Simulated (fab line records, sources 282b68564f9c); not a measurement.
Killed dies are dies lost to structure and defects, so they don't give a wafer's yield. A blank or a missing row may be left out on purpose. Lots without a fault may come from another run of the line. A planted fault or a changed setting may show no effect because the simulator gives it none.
Which tool did it? | flow rit_cmos | 7 lots, 21 wafers sampled, at 2 steps of a route of 202

WHAT THE GAUGES READ, wafer by wafer
RIT_REOX_THK_MEAS_04.
lot  | measured    | on            | REOX_OXIDE_THK (nm)
L420 | day 3 03:33 | film_metro-01 | 25.0 24.8 25.0
L422 | day 3 13:40 | film_metro-01 | 24.9 24.9 25.3
L424 | day 4 02:50 | film_metro-01 | 24.4 24.6 24.7
L427 | day 4 18:19 | film_metro-01 | 22.3 22.6 22.6
L435 | day 6 06:25 | film_metro-01 | 24.8 24.7 24.9
L437 | day 6 20:17 | film_metro-01 | 24.8 25.4 25.3
L440 | day 7 08:46 | film_metro-02 | 24.7 24.6 25.2

WHICH TOOL RAN EACH LOT (tool, then ch and the chambers of the sampled wafers, then the start)
lot  | RIT_REOX_OXIDATION_03
L420 | furnace-04 ch 0, day 3 00:59
L422 | furnace-04 ch 0, day 3 11:07
L424 | furnace-03 ch 0, day 4 00:17
L427 | furnace-04 ch 0, day 4 15:45
L435 | furnace-03 ch 0, day 6 03:52
L437 | furnace-03 ch 0, day 6 17:44
L440 | furnace-01 ch 0, day 7 06:13
- RIT_REOX_OXIDATION_03: target thk 25.2 nm, ox time 5580 s.

THE ANSWER, worked out from the rows above alone
Rule: what is usual is taken from the lots themselves. Put in order of their means at a reading, lots are off if they are a third of the lots or fewer, leave a main group of 4 or more, and stand apart from it by a gap of 3 or more times the standard deviation of the main group's means; of several such gaps the widest counts. A main group whose means are all the same, to the digits that the tables above print for the reading, isn't used. A lot without any number at a reading at which 4 lots or more have one is off too. The other lots that the step has rows for count as sound.
Off: L427, at RIT_REOX_THK_MEAS_04 (REOX_OXIDE_THK). The main group: mean 24.9 nm, standard deviation 0.19.
A tool fits if, at a process step before that reading, it ran every lot that is off, and no sound lot after the first of them. The gauges at RIT_REOX_THK_MEAS_04 are tried like those tools. One fits: furnace-04 at RIT_REOX_OXIDATION_03. Its last sound lot is L422 (day 3 11:07), its first lot that is off L427 (day 4 15:45): a fault that began between those two fits.

WHAT THE SIMULATOR HAD PUT IN
Process parameter drift: furnace-04, from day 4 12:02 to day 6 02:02, at RIT_REOX_OXIDATION_03. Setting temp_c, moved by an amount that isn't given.
Lots struck among those shown: L427. The rule above found the same.
